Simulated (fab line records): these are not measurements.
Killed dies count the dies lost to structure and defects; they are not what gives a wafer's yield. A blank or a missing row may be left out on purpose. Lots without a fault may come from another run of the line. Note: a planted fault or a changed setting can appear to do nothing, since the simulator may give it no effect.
fab line records || flow ritCmos || part 2 of 2: steps 26 to 26 of 26
[record] {"lots": 5, "wafers": 23}
route steps=202 shown ACTIVE@4 PWELL@47 WELLDRIVE@50 NRETRO@61 PRETRO@65 GATE@81 PLDD@122 SPACER@128 NSD@139 M1@202
startH: start of the lot's first displayed wafer, in hours after the record's first day || waitH: hours since the lot's step before || " unchanged from the row above || L1.1+2: several wafers, shown together as one row || - value missing, or start not given || * or withheld: withheld || < > ~ a bound
route shown NAME@n: names a module that has steps shown in the file, with the first one's number in the route || usual: mean/standard deviation taken from wafers without a fault || same: alike in all rows || chamber/n: place in a boat || sites: readings site by site || _std_site: their standard deviation || _edge_site: the outer-site mean with the inner-site mean subtracted || radiusMm: for every site, how far away it sits from the centre of the wafer || mask NAME#n: copy n || behind: the tool/chamber that last shaped the wafer || hold: why the lot went on hold/how many hours it stayed there/how the hold came to an end || device: transistor that didn't switch, given as n, p or np || end of line: tests run on the same wafers once the route is complete || a step without rows: its recipe alone || killed: not the wafer's yield, but the dies lost to structure and defects at the first sort || map: the dies of a wafer, with x for killed, . for not killed, _ for no die there
set.NAME: the setting that was run; set.NAME@STEP: the one run at that earlier step || model.NAME: the simulator's own value behind a step, which no gauge read
lots where settings were altered on purpose, with a table for each step and a row for each wafer
[[steps]]
[step RIT_M1_PROBE_99]
[usual] {"killed_at_M0_to_M3": "0.0/0.16", "killedAtContacts": "0.0/0.16", "killedAtFrontEnd": "7/3.5", "killedDies": "7/3.5", "killedOpen": "3.5/2.1", "killedShort": "3.6/2.4"}
[same] {"grossDies": 264, "killed_at_M4_up": 0, "killedAtBackSide": 0, "killedAtOther": 0}
{"lot.wafer": "L078.1", "tool": "prober-01", "chamber": "-", "startH": 84.00, "waitH": 0.1, "set.tempC@GATE_OXIDATION_05": 892.2, "set.devTempC@GATE_DEVELOP_15": 23, "killed_at_M0_to_M3": 1, "killedAtContacts": 0, "killedAtFrontEnd": 8, "killedDies": 9, "killedOpen": 5, "killedShort": 4, "model.etest.nmos_0p15.driveUaUm": 509.7, "model.etest.nmos_0p15.rOnOhmUm": 1102, "model.etest.nmos_0p3.driveUaUm": 257.4, "model.etest.nmos_0p3.rOnOhmUm": 2021, "model.etest.pmos_0p15.rOnOhmUm": 2733, "model.etest.pmos_0p3.rOnOhmUm": 5896}
{"lot.wafer": "L078.2", "tool": "prober-01", "chamber": "-", "startH": 84.05, "waitH": 0.1, "set.tempC@GATE_OXIDATION_05": 892.2, "set.devTempC@GATE_DEVELOP_15": 23, "killed_at_M0_to_M3": 0, "killedAtContacts": 0, "killedAtFrontEnd": 7, "killedDies": 7, "killedOpen": 3, "killedShort": 4, "model.etest.nmos_0p15.driveUaUm": 514.3, "model.etest.nmos_0p15.rOnOhmUm": 1092, "model.etest.nmos_0p3.driveUaUm": 257.9, "model.etest.nmos_0p3.rOnOhmUm": 2021, "model.etest.pmos_0p15.rOnOhmUm": 2722, "model.etest.pmos_0p3.rOnOhmUm": 5869}
{"lot.wafer": "L078.3", "tool": "prober-01", "chamber": "-", "startH": 84.10, "waitH": 0.2, "set.tempC@GATE_OXIDATION_05": 892.2, "set.devTempC@GATE_DEVELOP_15": 25.43, "killed_at_M0_to_M3": 0, "killedAtContacts": 0, "killedAtFrontEnd": 12, "killedDies": 12, "killedOpen": 5, "killedShort": 3, "model.etest.nmos_0p15.driveUaUm": 455.7, "model.etest.nmos_0p15.rOnOhmUm": 1256, "model.etest.nmos_0p3.driveUaUm": 249, "model.etest.nmos_0p3.rOnOhmUm": 2171, "model.etest.pmos_0p15.rOnOhmUm": 3077, "model.etest.pmos_0p3.rOnOhmUm": 6209}
{"lot.wafer": "L078.4", "tool": "prober-01", "chamber": "-", "startH": 84.15, "waitH": 0.2, "set.tempC@GATE_OXIDATION_05": 892.2, "set.devTempC@GATE_DEVELOP_15": 23, "killed_at_M0_to_M3": 0, "killedAtContacts": 0, "killedAtFrontEnd": 7, "killedDies": 7, "killedOpen": 5, "killedShort": 2, "model.etest.nmos_0p15.driveUaUm": 515, "model.etest.nmos_0p15.rOnOhmUm": 1094, "model.etest.nmos_0p3.driveUaUm": 262.6, "model.etest.nmos_0p3.rOnOhmUm": 1992, "model.etest.pmos_0p15.rOnOhmUm": 2691, "model.etest.pmos_0p3.rOnOhmUm": 5752}
{"lot.wafer": "L078.5", "tool": "prober-01", "chamber": "-", "startH": 84.20, "waitH": 0.2, "set.tempC@GATE_OXIDATION_05": 892.2, "set.devTempC@GATE_DEVELOP_15": 25.43, "killed_at_M0_to_M3": 0, "killedAtContacts": 0, "killedAtFrontEnd": 6, "killedDies": 6, "killedOpen": 3, "killedShort": 1, "model.etest.nmos_0p15.driveUaUm": 459.4, "model.etest.nmos_0p15.rOnOhmUm": 1174, "model.etest.nmos_0p3.driveUaUm": 248.3, "model.etest.nmos_0p3.rOnOhmUm": 2097, "model.etest.pmos_0p15.rOnOhmUm": 2950, "model.etest.pmos_0p3.rOnOhmUm": 6099}
{"lot.wafer": "L079.1", "tool": "prober-02", "chamber": "-", "startH": 85.94, "waitH": 0.1, "set.tempC@GATE_OXIDATION_05": 909, "set.devTempC@GATE_DEVELOP_15": 23, "killed_at_M0_to_M3": 0, "killedAtContacts": 0, "killedAtFrontEnd": 5, "killedDies": 5, "killedOpen": 2, "killedShort": 3, "model.etest.nmos_0p15.driveUaUm": 414.9, "model.etest.nmos_0p15.rOnOhmUm": 1185, "model.etest.nmos_0p3.driveUaUm": 188.5, "model.etest.nmos_0p3.rOnOhmUm": 2351, "model.etest.pmos_0p15.rOnOhmUm": 2992, "model.etest.pmos_0p3.rOnOhmUm": 6978}
{"lot.wafer": "L079.2", "tool": "prober-02", "chamber": "-", "startH": 85.99, "waitH": 0.1, "set.tempC@GATE_OXIDATION_05": 909, "set.devTempC@GATE_DEVELOP_15": 23, "killed_at_M0_to_M3": 0, "killedAtContacts": 0, "killedAtFrontEnd": 3, "killedDies": 3, "killedOpen": 0, "killedShort": 3, "model.etest.nmos_0p15.driveUaUm": 406.6, "model.etest.nmos_0p15.rOnOhmUm": 1205, "model.etest.nmos_0p3.driveUaUm": 192.3, "model.etest.nmos_0p3.rOnOhmUm": 2355, "model.etest.pmos_0p15.rOnOhmUm": 2978, "model.etest.pmos_0p3.rOnOhmUm": 6967}
{"lot.wafer": "L079.3", "tool": "prober-02", "chamber": "-", "startH": 86.04, "waitH": 0.2, "set.tempC@GATE_OXIDATION_05": 909, "set.devTempC@GATE_DEVELOP_15": 23, "killed_at_M0_to_M3": 0, "killedAtContacts": 0, "killedAtFrontEnd": 4, "killedDies": 4, "killedOpen": 0, "killedShort": 4, "model.etest.nmos_0p15.driveUaUm": 418, "model.etest.nmos_0p15.rOnOhmUm": 1176, "model.etest.nmos_0p3.driveUaUm": 191.7, "model.etest.nmos_0p3.rOnOhmUm": 2330, "model.etest.pmos_0p15.rOnOhmUm": 2911, "model.etest.pmos_0p3.rOnOhmUm": 6940}
{"lot.wafer": "L079.4", "tool": "prober-02", "chamber": "-", "startH": 86.09, "waitH": 0.2, "set.tempC@GATE_OXIDATION_05": 909, "set.devTempC@GATE_DEVELOP_15": 23, "killed_at_M0_to_M3": 0, "killedAtContacts": 2, "killedAtFrontEnd": 7, "killedDies": 9, "killedOpen": 6, "killedShort": 1, "model.etest.nmos_0p15.driveUaUm": 402.7, "model.etest.nmos_0p15.rOnOhmUm": 1182, "model.etest.nmos_0p3.driveUaUm": 187.9, "model.etest.nmos_0p3.rOnOhmUm": 2366, "model.etest.pmos_0p15.rOnOhmUm": 2908, "model.etest.pmos_0p3.rOnOhmUm": 6915}
{"lot.wafer": "L079.5", "tool": "prober-02", "chamber": "-", "startH": 86.14, "waitH": 0.2, "set.tempC@GATE_OXIDATION_05": 909, "set.devTempC@GATE_DEVELOP_15": 23, "killed_at_M0_to_M3": 0, "killedAtContacts": 0, "killedAtFrontEnd": 10, "killedDies": 10, "killedOpen": 4, "killedShort": 6, "model.etest.nmos_0p15.driveUaUm": 400.9, "model.etest.nmos_0p15.rOnOhmUm": 1199, "model.etest.nmos_0p3.driveUaUm": 186.2, "model.etest.nmos_0p3.rOnOhmUm": 2337, "model.etest.pmos_0p15.rOnOhmUm": 3026, "model.etest.pmos_0p3.rOnOhmUm": 7036}
{"lot.wafer": "L080.1", "tool": "prober-01", "chamber": "-", "startH": 92.02, "waitH": 0.1, "set.tempC@GATE_OXIDATION_05": 900, "set.devTempC@GATE_DEVELOP_15": 20.52, "killed_at_M0_to_M3": 0, "killedAtContacts": 0, "killedAtFrontEnd": 12, "killedDies": 12, "killedOpen": 8, "killedShort": 3, "model.etest.nmos_0p15.driveUaUm": 511.5, "model.etest.nmos_0p15.rOnOhmUm": 1128, "model.etest.nmos_0p3.driveUaUm": 230.3, "model.etest.nmos_0p3.rOnOhmUm": 2174, "model.etest.pmos_0p15.rOnOhmUm": 2660, "model.etest.pmos_0p3.rOnOhmUm": 6239}
{"lot.wafer": "L080.3", "tool": "prober-01", "chamber": "-", "startH": 92.12, "waitH": 0.2, "set.tempC@GATE_OXIDATION_05": 900, "set.devTempC@GATE_DEVELOP_15": 23, "killed_at_M0_to_M3": 0, "killedAtContacts": 0, "killedAtFrontEnd": 13, "killedDies": 13, "killedOpen": 8, "killedShort": 5, "model.etest.nmos_0p15.driveUaUm": 461.2, "model.etest.nmos_0p15.rOnOhmUm": 1192, "model.etest.nmos_0p3.driveUaUm": 225.6, "model.etest.nmos_0p3.rOnOhmUm": 2196, "model.etest.pmos_0p15.rOnOhmUm": 2768, "model.etest.pmos_0p3.rOnOhmUm": 6237}
{"lot.wafer": "L080.4", "tool": "prober-01", "chamber": "-", "startH": 92.17, "waitH": 0.2, "set.tempC@GATE_OXIDATION_05": 900, "set.devTempC@GATE_DEVELOP_15": 23, "killed_at_M0_to_M3": 0, "killedAtContacts": 0, "killedAtFrontEnd": 8, "killedDies": 8, "killedOpen": 4, "killedShort": 4, "model.etest.nmos_0p15.driveUaUm": 471.2, "model.etest.nmos_0p15.rOnOhmUm": 1184, "model.etest.nmos_0p3.driveUaUm": 229.9, "model.etest.nmos_0p3.rOnOhmUm": 2196, "model.etest.pmos_0p15.rOnOhmUm": 2792, "model.etest.pmos_0p3.rOnOhmUm": 6294}
{"lot.wafer": "L080.5", "tool": "prober-01", "chamber": "-", "startH": 92.22, "waitH": 0.2, "set.tempC@GATE_OXIDATION_05": 900, "set.devTempC@GATE_DEVELOP_15": 20.52, "killed_at_M0_to_M3": 0, "killedAtContacts": 0, "killedAtFrontEnd": 17, "killedDies": 17, "killedOpen": 5, "killedShort": 12, "model.etest.nmos_0p15.driveUaUm": 528, "model.etest.nmos_0p15.rOnOhmUm": 1107, "model.etest.nmos_0p3.driveUaUm": 235.6, "model.etest.nmos_0p3.rOnOhmUm": 2109, "model.etest.pmos_0p15.rOnOhmUm": 2596, "model.etest.pmos_0p3.rOnOhmUm": 6089}
{"lot.wafer": "L080.6", "tool": "prober-01", "chamber": "-", "startH": 92.27, "waitH": 0.2, "set.tempC@GATE_OXIDATION_05": 900, "set.devTempC@GATE_DEVELOP_15": 20.52, "killed_at_M0_to_M3": 0, "killedAtContacts": 0, "killedAtFrontEnd": 13, "killedDies": 13, "killedOpen": 5, "killedShort": 7, "model.etest.nmos_0p15.driveUaUm": 547.2, "model.etest.nmos_0p15.rOnOhmUm": 1021, "model.etest.nmos_0p3.driveUaUm": 241.9, "model.etest.nmos_0p3.rOnOhmUm": 2014, "model.etest.pmos_0p15.rOnOhmUm": 2412, "model.etest.pmos_0p3.rOnOhmUm": 5914}
{"lot.wafer": "L083.1", "tool": "prober-02", "chamber": "-", "startH": 108.08, "waitH": 0.1, "set.tempC@GATE_OXIDATION_05": 926.4, "set.devTempC@GATE_DEVELOP_15": 23, "killed_at_M0_to_M3": 0, "killedAtContacts": 0, "killedAtFrontEnd": 4, "killedDies": 4, "killedOpen": 1, "killedShort": 3, "model.etest.nmos_0p15.driveUaUm": 345.7, "model.etest.nmos_0p15.rOnOhmUm": 1250, "model.etest.nmos_0p3.driveUaUm": 143.8, "model.etest.nmos_0p3.rOnOhmUm": 2699, "model.etest.pmos_0p15.rOnOhmUm": 3369, "model.etest.pmos_0p3.rOnOhmUm": 8143}
{"lot.wafer": "L083.2", "tool": "prober-02", "chamber": "-", "startH": 108.13, "waitH": 0.1, "set.tempC@GATE_OXIDATION_05": 926.4, "set.devTempC@GATE_DEVELOP_15": 25.41, "killed_at_M0_to_M3": 0, "killedAtContacts": 0, "killedAtFrontEnd": 8, "killedDies": 8, "killedOpen": 6, "killedShort": 1, "model.etest.nmos_0p15.driveUaUm": 303, "model.etest.nmos_0p15.rOnOhmUm": 1380, "model.etest.nmos_0p3.driveUaUm": 133.8, "model.etest.nmos_0p3.rOnOhmUm": 2884, "model.etest.pmos_0p15.rOnOhmUm": 3719, "model.etest.pmos_0p3.rOnOhmUm": 8636}
{"lot.wafer": "L083.3", "tool": "prober-02", "chamber": "-", "startH": 108.18, "waitH": 0.2, "set.tempC@GATE_OXIDATION_05": 926.4, "set.devTempC@GATE_DEVELOP_15": 23, "killed_at_M0_to_M3": 0, "killedAtContacts": 0, "killedAtFrontEnd": 4, "killedDies": 4, "killedOpen": 2, "killedShort": 2, "model.etest.nmos_0p15.driveUaUm": 350.9, "model.etest.nmos_0p15.rOnOhmUm": 1256, "model.etest.nmos_0p3.driveUaUm": 146, "model.etest.nmos_0p3.rOnOhmUm": 2695, "model.etest.pmos_0p15.rOnOhmUm": 3311, "model.etest.pmos_0p3.rOnOhmUm": 8016}
{"lot.wafer": "L083.4", "tool": "prober-02", "chamber": "-", "startH": 108.23, "waitH": 0.2, "set.tempC@GATE_OXIDATION_05": 926.4, "set.devTempC@GATE_DEVELOP_15": 23, "killed_at_M0_to_M3": 0, "killedAtContacts": 0, "killedAtFrontEnd": 6, "killedDies": 6, "killedOpen": 4, "killedShort": 2, "model.etest.nmos_0p15.driveUaUm": 359, "model.etest.nmos_0p15.rOnOhmUm": 1251, "model.etest.nmos_0p3.driveUaUm": 145.4, "model.etest.nmos_0p3.rOnOhmUm": 2718, "model.etest.pmos_0p15.rOnOhmUm": 3313, "model.etest.pmos_0p3.rOnOhmUm": 8148}
{"lot.wafer": "L083.5", "tool": "prober-02", "chamber": "-", "startH": 108.28, "waitH": 0.2, "set.tempC@GATE_OXIDATION_05": 926.4, "set.devTempC@GATE_DEVELOP_15": 25.41, "killed_at_M0_to_M3": 0, "killedAtContacts": 0, "killedAtFrontEnd": 10, "killedDies": 10, "killedOpen": 2, "killedShort": 4, "model.etest.nmos_0p15.driveUaUm": 302.4, "model.etest.nmos_0p15.rOnOhmUm": 1382, "model.etest.nmos_0p3.driveUaUm": 133.4, "model.etest.nmos_0p3.rOnOhmUm": 2874, "model.etest.pmos_0p15.rOnOhmUm": 3820, "model.etest.pmos_0p3.rOnOhmUm": 8724}
{"lot.wafer": "L085.1", "tool": "prober-02", "chamber": "-", "startH": 119.06, "waitH": 0.1, "set.tempC@GATE_OXIDATION_05": 900, "set.devTempC@GATE_DEVELOP_15": 23, "killed_at_M0_to_M3": 0, "killedAtContacts": 0, "killedAtFrontEnd": 9, "killedDies": 9, "killedOpen": 4, "killedShort": 5, "model.etest.nmos_0p15.driveUaUm": 471, "model.etest.nmos_0p15.rOnOhmUm": 1145, "model.etest.nmos_0p3.driveUaUm": 228.7, "model.etest.nmos_0p3.rOnOhmUm": 2164, "model.etest.pmos_0p15.rOnOhmUm": 2675, "model.etest.pmos_0p3.rOnOhmUm": 6180}
{"lot.wafer": "L085.5", "tool": "prober-02", "chamber": "-", "startH": 119.26, "waitH": 0.2, "set.tempC@GATE_OXIDATION_05": 900, "set.devTempC@GATE_DEVELOP_15": 23, "killed_at_M0_to_M3": 0, "killedAtContacts": 0, "killedAtFrontEnd": 4, "killedDies": 4, "killedOpen": 1, "killedShort": 3, "model.etest.nmos_0p15.driveUaUm": 480.5, "model.etest.nmos_0p15.rOnOhmUm": 1091, "model.etest.nmos_0p3.driveUaUm": 229.3, "model.etest.nmos_0p3.rOnOhmUm": 2124, "model.etest.pmos_0p15.rOnOhmUm": 2570, "model.etest.pmos_0p3.rOnOhmUm": 6173}
{"lot.wafer": "L085.6", "tool": "prober-02", "chamber": "-", "startH": 119.31, "waitH": 0.2, "set.tempC@GATE_OXIDATION_05": 900, "set.devTempC@GATE_DEVELOP_15": 23, "killed_at_M0_to_M3": 0, "killedAtContacts": 1, "killedAtFrontEnd": 3, "killedDies": 4, "killedOpen": 3, "killedShort": 1, "model.etest.nmos_0p15.driveUaUm": 473.4, "model.etest.nmos_0p15.rOnOhmUm": 1130, "model.etest.nmos_0p3.driveUaUm": 226.7, "model.etest.nmos_0p3.rOnOhmUm": 2145, "model.etest.pmos_0p15.rOnOhmUm": 2666, "model.etest.pmos_0p3.rOnOhmUm": 6194}
// killed by level:class
L078.1 FOX1:geometricParticle:open=1 REOX:geometricParticle:short=1 FOX2:geometricParticle:open=1 GATE:geometricParticle:short=1 GATE:geometricParticle:open=1 REOX:geometricParticle:open=1 SPACER:geometricParticle:short=1 SPACER:geometricParticle:open=1
L078.2 SPACER:geometricParticle:short=3 SPACER:geometricParticle:open=2 SILICIDE:geometricParticle:open=1 SILICIDE:geometricParticle:short=1
L078.3 GATE:areaDevelop=4 GATE:geometricParticle:short=2 SPACER:geometricParticle:open=2 FOX1:geometricParticle:open=1 FOX2:geometricParticle:open=1 FOX2:geometricParticle:short=1 SILICIDE:geometricParticle:open=1
L078.4 GATE:geometricParticle:open=2 GATE:geometricParticle:short=2 SPACER:geometricParticle:open=2 FOX2:geometricParticle:open=1
L078.5 GATE:areaDevelop=2 FOX2:geometricParticle:open=1 GATE:geometricParticle:open=1 SPACER:geometricParticle:open=1 SPACER:geometricParticle:short=1
L079.1 FOX2:geometricParticle:short=1 FOX2:geometricParticle:open=1 GATE:geometricParticle:open=1 REOX:geometricParticle:short=1 SPACER:geometricParticle:short=1
L079.2 SILICIDE:geometricParticle:short=2 REOX:geometricParticle:short=1
L079.3 GATE:geometricParticle:short=2 FOX2:geometricParticle:short=1 SPACER:geometricParticle:short=1
L079.4 FOX1:geometricParticle:open=3 GATE:geometricParticle:open=2 CONTACT:areaEtch=2 REOX:geometricParticle:open=1 SPACER:geometricParticle:short=1
L079.5 GATE:geometricParticle:short=3 GATE:geometricParticle:open=2 SILICIDE:geometricParticle:short=2 REOX:geometricParticle:short=1 REOX:geometricParticle:open=1 SILICIDE:geometricParticle:open=1
L080.1 GATE:geometricParticle:open=4 FOX2:geometricParticle:short=2 REOX:geometricParticle:open=2 FOX2:geometricParticle:open=1 SPACER:geometricParticle:short=1 SILICIDE:geometricParticle:open=1 GATE:areaDevelop=1
L080.3 REOX:geometricParticle:open=3 FOX1:geometricParticle:short=2 GATE:geometricParticle:open=2 REOX:geometricParticle:short=2 SPACER:geometricParticle:open=2 FOX1:geometricParticle:open=1 FOX2:geometricParticle:short=1
L080.4 FOX1:geometricParticle:open=3 FOX1:geometricParticle:short=1 GATE:geometricParticle:short=1 REOX:geometricParticle:short=1 REOX:geometricParticle:open=1 SPACER:geometricParticle:short=1
L080.5 GATE:geometricParticle:short=5 REOX:geometricParticle:open=3 FOX1:geometricParticle:short=2 FOX1:geometricParticle:open=2 SPACER:geometricParticle:short=2 SILICIDE:geometricParticle:short=2 FOX2:geometricParticle:short=1
L080.6 FOX1:geometricParticle:short=2 GATE:geometricParticle:open=2 GATE:geometricParticle:short=2 REOX:geometricParticle:short=2 SPACER:geometricParticle:open=2 SPACER:geometricParticle:short=1 SILICIDE:geometricParticle:open=1 GATE:areaDevelop=1
L083.1 FOX1:geometricParticle:short=2 SPACER:geometricParticle:open=1 SILICIDE:geometricParticle:short=1
L083.2 GATE:geometricParticle:open=3 GATE:geometricParticle:short=1 FOX2:geometricParticle:open=1 SPACER:geometricParticle:open=1 SILICIDE:geometricParticle:open=1 GATE:areaDevelop=1
L083.3 GATE:geometricParticle:short=2 GATE:geometricParticle:open=1 REOX:geometricParticle:open=1
L083.4 GATE:geometricParticle:open=2 FOX1:geometricParticle:open=1 GATE:geometricParticle:short=1 SPACER:geometricParticle:open=1 SILICIDE:geometricParticle:short=1
L083.5 GATE:areaDevelop=4 GATE:geometricParticle:short=3 FOX1:geometricParticle:open=1 GATE:geometricParticle:open=1 SPACER:geometricParticle:short=1
L085.1 GATE:geometricParticle:short=3 FOX2:geometricParticle:open=2 FOX1:geometricParticle:open=1 FOX2:geometricParticle:short=1 GATE:geometricParticle:open=1 SPACER:geometricParticle:short=1
L085.5 FOX2:geometricParticle:short=2 FOX1:geometricParticle:open=1 FOX1:geometricParticle:short=1
L085.6 GATE:geometricParticle:open=2 GATE:geometricParticle:short=1 CONTACT:geometricParticle:open=1
[[key]]
[split] {"step": "RIT_ACTIVE_CVD_03", "setting": "timeS", "stated": 1500, "by": "lot"}
[response] {"step": "RIT_ACTIVE_CVD_03", "reading": "model.Si3N4_of_ACTIVE_CVD_03.thkNm", "change": "+1.43", "per": "1%", "r": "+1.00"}
[response] {"step": "RIT_ACTIVE_THK_MEAS_04", "reading": "ACTIVE_NITRIDE_THK", "change": "+1.43", "per": "1%", "r": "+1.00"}
[response] {"step": "RIT_ACTIVE_ETCH_13", "reading": "model.etch.depthNm", "change": "+1.43", "per": "1%", "r": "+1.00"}
[split] {"step": "RIT_ACTIVE_ETCH_13", "setting": "rfW", "stated": 125, "by": "wafer"}
response none clear
[split] {"step": "RIT_ACTIVE_STRIP_14", "setting": "pressureMtorr", "stated": 4000, "by": "lot"}
[response] {"step": "RIT_ACTIVE_CLEAN_15", "reading": "model.Si3N4_of_ACTIVE_CVD_03.thkNm", "change": "+1.46", "per": "1%", "r": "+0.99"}
[response] {"step": "RIT_ACTIVE_CLEAN_16", "reading": "model.Si3N4_of_ACTIVE_CVD_03.thkNm", "change": "+1.45", "per": "1%", "r": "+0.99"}
[split] {"step": "RIT_PWELL_IMPLANT_08", "setting": "doseCm2", "stated": 7e+13, "by": "wafer"}
[response] {"step": "RIT_WELLDRIVE_RS_MEAS_02", "reading": "PWELL_RS", "change": -2.69, "per": "1%", "r": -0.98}
[split] {"step": "RIT_NRETRO_IMPLANT_08", "setting": "energyKev", "stated": 70, "by": "wafer"}
[response] {"step": "RIT_NRETRO_IMPLANT_08", "reading": "model.implant.rpNm", "change": "+0.893", "per": "1%", "r": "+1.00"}
[response] {"step": "RIT_NRETRO_IMPLANT_08", "reading": "model.implant.drpNm", "change": "+0.285", "per": "1%", "r": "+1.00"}
[split] {"step": "RIT_PRETRO_COAT_01", "setting": "resistThkNm", "stated": 1300, "by": "wafer"}
[response] {"step": "RIT_PRETRO_COAT_01", "reading": "model.NOVOLAK_of_PRETRO_COAT_01.thkNm", "change": "+12.4", "per": "1%", "r": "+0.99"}
[response] {"step": "RIT_PRETRO_HARDBAKE_07", "reading": "model.NOVOLAK_of_PRETRO_COAT_01.thkNm", "change": "+10.7", "per": "1%", "r": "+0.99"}
[split] {"step": "RIT_GATE_OXIDATION_05", "setting": "tempC", "stated": 900, "by": "lot"}
[response] {"step": "RIT_GATE_OXIDATION_05", "reading": "model.SiO2_of_GATE_OXIDATION_05.thkNm", "change": "+0.351", "per": "1%", "r": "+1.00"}
[response] {"step": "RIT_GATE_THK_MEAS_07", "reading": "GATE_OXIDE_THK", "change": "+0.355", "per": "1%", "r": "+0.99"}
[response] {"step": "RIT_M1_PROBE_99", "reading": "model.etest.pmos_0p3.rOnOhmUm", "change": "+660", "per": "1%", "r": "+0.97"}
[response] {"step": "RIT_M1_PROBE_99", "reading": "model.etest.nmos_0p3.rOnOhmUm", "change": "+196", "per": "1%", "r": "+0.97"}
[response] {"step": "RIT_M1_PROBE_99", "reading": "model.etest.nmos_0p3.driveUaUm", "change": -30.8, "per": "1%", "r": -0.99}
[split] {"step": "RIT_GATE_DEVELOP_15", "setting": "devTempC", "stated": 23, "by": "wafer"}
[response] {"step": "RIT_M1_PROBE_99", "reading": "model.etest.pmos_0p15.rOnOhmUm", "change": "+30.1", "per": "1%", "r": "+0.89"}
[response] {"step": "RIT_M1_PROBE_99", "reading": "model.etest.nmos_0p15.rOnOhmUm", "change": "+11", "per": "1%", "r": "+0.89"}
[response] {"step": "RIT_M1_PROBE_99", "reading": "model.etest.nmos_0p15.driveUaUm", "change": -5.26, "per": "1%", "r": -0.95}
[split] {"step": "RIT_PLDD_IMPLANT_08", "setting": "energyKev", "stated": 20, "by": "wafer"}
[response] {"step": "RIT_PLDD_IMPLANT_08", "reading": "model.implant.rpNm", "change": "+0.136", "per": "1%", "r": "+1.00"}
[response] {"step": "RIT_PLDD_IMPLANT_08", "reading": "model.implant.drpNm", "change": "+0.068", "per": "1%", "r": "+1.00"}
[split] {"step": "RIT_SPACER_CVD_03", "setting": "pressureMtorr", "stated": 300, "by": "lot"}
[response] {"step": "RIT_SPACER_CVD_03", "reading": "model.Si3N4_of_SPACER_CVD_03.thkNm", "change": "+0.893", "per": "1%", "r": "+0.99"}
[response] {"step": "RIT_SPACER_THK_MEAS_04", "reading": "SPACER_NITRIDE_THK", "change": "+0.893", "per": "1%", "r": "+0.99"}
[response] {"step": "RIT_SPACER_ETCHBACK_05", "reading": "model.etch.depthNm", "change": "+0.893", "per": "1%", "r": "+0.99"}
[response] {"step": "RIT_SPACER_ETCHBACK_05", "reading": "model.Si3N4_of_SPACER_CVD_03.thkNm", "change": "+0.719", "per": "1%", "r": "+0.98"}
[split] {"step": "RIT_NSD_IMPLANT_08", "setting": "energyKev", "stated": 25, "by": "wafer"}
[response] {"step": "RIT_NSD_IMPLANT_08", "reading": "model.implant.rpNm", "change": "+0.224", "per": "1%", "r": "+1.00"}
[response] {"step": "RIT_NSD_IMPLANT_08", "reading": "model.implant.drpNm", "change": "+0.0896", "per": "1%", "r": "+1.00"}
